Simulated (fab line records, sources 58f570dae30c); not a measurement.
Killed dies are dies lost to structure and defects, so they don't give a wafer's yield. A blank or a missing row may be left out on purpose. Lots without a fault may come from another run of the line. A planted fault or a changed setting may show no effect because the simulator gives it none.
fab line records | flow berkeley_cmos170
record lots=14 wafers=42 last_day=13
route steps=331 shown ZERO@8 NWELL@29 ACTIVE@74 FIELD@96
lots that met no fault: from a run of the same line without faults
start_h: hours from the record's first day to the start of the lot's first wafer shown | wait_h: hours since the lot's step before | " the same as in the row above | L1.1+2: a row that stands for several wafers | - no value, or no start given | * or withheld: withheld | < > ~ a bound
route shown NAME@n: a module of which the file shows steps, and the number in the route of the first | usual: mean/standard deviation of fault-free wafers | same: alike in all rows | chamber/n: place in a boat | sites: the reading at each site | _std_site: their standard deviation | _edge_site: outer sites' mean less inner sites' | radius_mm: how far each site lies from the wafer's centre | mask NAME#n: copy n | behind: the tool/chamber that last shaped the wafer | hold: why the lot was held/for how many hours/how that ended | device: the transistor (n, p or np) that didn't switch | end of line: the same wafers' tests at the end of the route | a step without rows: its recipe alone | killed: dies lost to structure and defects at the first sort, not the wafer's yield | map: a wafer's dies, x killed, . not, _ none there
set.NAME: the setting as run; set.NAME@STEP: as run at that earlier step | model.NAME: the simulator's own value behind a step, which no gauge read
steps of the route over a sample of lots; a table a step, a row a wafer
services: from which hour (start_h, from the record's first day; less than 0 if before it) a tool's chamber was out of use, for how many hours, and why
## steps
# step UCB170_ZERO_SOFTBAKE_02
# recipe resist=KrF temp_c=130 time_s=60
# usual run_length_s=89.19/0.15
# columns lot.wafer tool chamber start_h wait_h run_length_s
L330.2 litho_track-04 0 17.21 0.1 89.34
L330.4 " 0 " " 89.07
L330.5 " 0 " " 89.04
L333.1 litho_track-03 0 37.79 0.1 89.22
L333.2 " 0 " " 89.51
L333.3 " 0 " " 89.40
L335.1 litho_track-02 0 44.16 0.1 89.00
L335.3 " 0 " " 88.97
L335.5 " 0 " " 89.07
L337.1 litho_track-04 0 51.36 0.1 89.12
L337.2 " 0 " " 89.13
L337.3 " 0 " " 89.05
L336.1 litho_track-03 0 51.60 0.1 89.25
L336.4 " 0 " " 89.20
L336.6 " 0 " " 89.23
L338.2 litho_track-04 0 65.03 0.1 89.25
L338.4 " 0 " " 89.19
L338.6 " 0 " " 89.20
L340.3 litho_track-02 0 69.13 0.1 89.22
L340.4 " 0 " " 89.06
L340.6 " 0 " " 88.97
L341.2 litho_track-03 0 76.94 0.1 89.16
L341.5 " 0 " " 89.52
L341.6 " 0 " " 89.17
L342.1 litho_track-04 0 82.67 0.1 89.26
L342.4 " 0 " " 89.07
L342.6 " 0 " " 89.33
L343.1 litho_track-04 0 89.60 0.1 89.10
L343.2 " 0 " " 89.26
L343.6 " 0 " " 89.20
L347.1 litho_track-04 0 105.83 0.1 89.14
L347.4 " 0 " " 89.04
L347.5 " 0 " " 89.06
L350.1 litho_track-04 0 122.46 0.1 102.54
L350.3 " 0 " " 102.53
L350.6 " 0 " " 102.42
L351.3 litho_track-04 0 127.78 0.1 102.35
L351.4 " 0 " " 102.67
L351.6 " 0 " " 102.37
L353.3 litho_track-03 0 135.49 0.1 89.43
L353.4 " 0 " " 89.16
L353.6 " 0 " " 89.38
# step UCB170_NWELL_STRIP_15
# recipe chemistry=O2 power_w=400 pressure_mtorr=3500 platen_temp_c=withheld o2_flow_sccm=400 overash_fraction=0.5
# usual drypump_motor_current_A=5.7/0.64 oes_product_au=0.721/0.0046 strip_time_to_endpoint_s=17.97/0.1
# columns lot.wafer tool chamber start_h wait_h drypump_motor_current_A oes_product_au rf_hours_counter_h strip_time_to_endpoint_s
L330.2 plasma_asher-04 1 31.02 0.1 4.8 0.717 17 18.00
L330.4 " 0 " " 6.3 0.725 - 18.02
L330.5 " 0 " " 6.4 0.735 - 18.05
L333.1 plasma_asher-04 1 53.84 0.1 4.8 0.718 20 17.96
L333.2 " 0 " " 6.3 0.723 20 17.99
L333.3 " 1 " " 4.8 0.725 - 17.95
L335.1 plasma_asher-04 1 62.32 0.1 4.8 0.729 21 17.97
L335.3 " 0 " " 6.3 0.723 - 17.91
L335.5 " 1 " " 4.8 0.721 - 17.98
L336.1 plasma_asher-01 0 70.26 0.1 6.1 0.720 36 18.16
L336.4 " 1 " " 6.3 0.723 - 18.16
L336.6 " 0 " " 6.1 0.712 - 18.08
L337.1 plasma_asher-01 0 70.61 0.1 6.1 0.722 36 17.83
L337.2 " 1 " " 6.3 0.723 36 17.96
L337.3 " 1 " " 6.2 0.724 - 18.19
L338.2 plasma_asher-04 0 78.98 0.1 6.4 0.717 23 17.84
L338.4 " 1 " " 4.8 0.722 - 18.01
L338.6 " 0 " " 6.3 0.721 - 17.96
L340.3 plasma_asher-03 0 84.32 0.1 5.8 0.719 - 18.09
L340.4 " 1 " " 5.2 0.717 - 17.91
L340.6 " 1 " " 5.2 0.716 - 18.15
L341.2 plasma_asher-03 1 101.28 0.2 5.3 0.719 40 18.00
L341.5 " 0 " " 5.8 0.720 - 17.99
L341.6 " 1 " " 5.2 0.728 - 17.93
L342.1 plasma_asher-04 1 101.37 0.1 4.8 0.720 25 18.05
L342.4 " 1 " " 4.8 0.712 - 18.09
L342.6 " 1 " " 4.8 0.717 - 18.17
L343.1 plasma_asher-04 0 106.33 0.1 6.4 0.722 25 17.91
L343.2 " 1 " " 4.8 0.718 25 18.00
L343.6 " 0 " " 6.3 0.725 - 17.98
L347.1 plasma_asher-01 1 123.52 0.1 6.3 0.718 42 18.04
L347.4 " 1 " " 6.3 0.723 - 17.82
L347.5 " 1 " " 6.3 0.717 - 17.97
L350.1 plasma_asher-04 0 138.61 0.1 6.3 0.712 29 17.77
L350.3 " 1 " " 4.8 0.720 - 17.74
L350.6 " 1 " " 4.8 0.719 - 17.78
L351.3 plasma_asher-03 0 144.36 0.1 5.8 0.712 - 17.92
L351.4 " 1 " " 5.3 0.718 - 18.03
L351.6 " 0 " " 5.8 0.718 - 18.00
L353.3 plasma_asher-04 1 155.83 0.1 4.8 0.718 - 18.04
L353.4 " 0 " " 6.3 0.719 - 17.95
L353.6 " 0 " " 6.3 0.714 - 17.95
# step UCB170_ACTIVE_OVL_MEAS_14
# usual ACTIVE_OVL=2/6.7
# columns lot.wafer tool chamber start_h wait_h ACTIVE_OVL[nm]
L330.2 overlay-02 - 81.71 0.1 -7
L330.4 " - " " -7
L330.5 " - " " -3
L333.1 overlay-01 - 106.44 0.1 -3
L333.2 " - " " 12
L333.3 " - " " 1
L335.1 overlay-01 - 112.88 0.1 -1
L335.3 " - " " 3
L335.5 " - " " 1
L336.1 overlay-02 - 128.26 0.1 -3
L336.4 " - " " 3
L336.6 " - " " 2
L337.1 overlay-01 - 128.46 0.1 15
L337.2 " - " " 2
L337.3 " - " " 9
L340.3 overlay-01 - 136.90 0.1 -4
L340.4 " - " " 2
L340.6 " - " " -2
L338.2 overlay-02 - 136.99 0.1 6
L338.4 " - " " -3
L338.6 " - " " 4
L342.1 overlay-01 - 154.37 0.1 17
L342.4 " - " " 7
L342.6 " - " " 12
L341.2 overlay-02 - 154.49 0.1 19
L341.5 " - " " 12
L341.6 " - " " 12
L343.1 overlay-01 - 163.52 0.1 -1
L343.2 " - " " 1
L343.6 " - " " 5
L347.1 overlay-01 - 183.47 0.1 7
L347.4 " - " " 1
L347.5 " - " " 7
L350.1 overlay-01 - 196.31 0.1 -1
L350.3 " - " " -7
L350.6 " - " " -3
L351.3 overlay-02 - 197.17 0.1 0
L351.4 " - " " -1
L351.6 " - " " 0
L353.3 overlay-02 - 205.37 0.1 -5
L353.4 " - " " -6
L353.6 " - " " -1
# step UCB170_FIELD_THK_MEAS_90
# recipe reads=SiO2_of_FIELD_OXIDATION_01
# usual FIELD_OXIDE_LEFT_1_THK=439/9
# columns lot.wafer tool chamber start_h wait_h FIELD_OXIDE_LEFT_1_THK[nm]
L330.2 film_metro-01 - 101.61 0.0 454
L330.4 " - " " 457
L330.5 " - " " 455
L333.1 film_metro-04 - 127.16 0.0 444
L333.2 " - " " 453
L333.3 " - " " 452
L335.1 film_metro-04 - 131.10 0.0 426
L335.3 " - " " 433
L335.5 " - " " 426
L336.1 film_metro-01 - 151.95 0.0 453
L336.4 " - " " 454
L336.6 " - " " 451
L337.1 film_metro-03 - 151.95 0.0 446
L337.2 " - " " 449
L337.3 " - " " 448
L338.2 film_metro-01 - 158.37 0.0 436
L338.4 " - " " 437
L338.6 " - " " 444
L340.3 film_metro-03 - 158.38 0.0 434
L340.4 " - " " 440
L340.6 " - " " 439
L342.1 film_metro-04 - 170.91 0.0 444
L342.4 " - " " 448
L342.6 " - " " 439
L341.2 film_metro-01 - 170.92 0.0 456
L341.5 " - " " 448
L341.6 " - " " 447
L343.1 film_metro-01 - 185.84 0.1 434
L343.2 " - " " 437
L343.6 " - " " 438
L347.1 film_metro-01 - 200.53 0.0 438
L347.4 " - " " 447
L347.5 " - " " 442
L351.3 film_metro-03 - 214.51 0.0 421
L351.4 " - " " 440
L351.6 " - " " 428
L350.1 film_metro-04 - 214.55 0.1 433
L350.3 " - " " 430
L350.6 " - " " 434
L353.3 film_metro-03 - 227.63 0.0 446
L353.4 " - " " 454
L353.6 " - " " 440
## services
# columns tool chamber start_h hours kind
plasma_asher-03 - 97.82 3.0 repair
plasma_asher-03 - 127.12 1.0 repair
## key
first_sign step=UCB170_ZERO_SOFTBAKE_02 reading=run_length_s direction=up sigmas=91 usual=* struck=*
effect none on later readings
met_at UCB170_ZERO_SOFTBAKE_02
struck_lots L350,L351
sort_left_out L350.1,L350.3,L350.6
tester_left_out L350,L351
not_acting_at UCB170_NWELL_STRIP_15,UCB170_ACTIVE_OVL_MEAS_14,UCB170_FIELD_THK_MEAS_90
onset_between 105.83 122.46
fault kind=process_parameter_drift tool=litho_track-04 chamber=- onset_h=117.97 steps=UCB170_ZERO_SOFTBAKE_02 channel=time_s offset=* shape=step end_h=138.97 acts_in=* stated=*
# tester_left_out: of these lots the tester's yield and bins aren't shown, on N5 and GAA mostly nor the transistor test; their killed dies are dies lost to structure and defects alone, not to doping, threshold or leakage, so they don't give the yield
# sort_left_out: the simulated sort isn't trusted on such a fault, so these wafers' sort isn't shown, and their yield isn't known
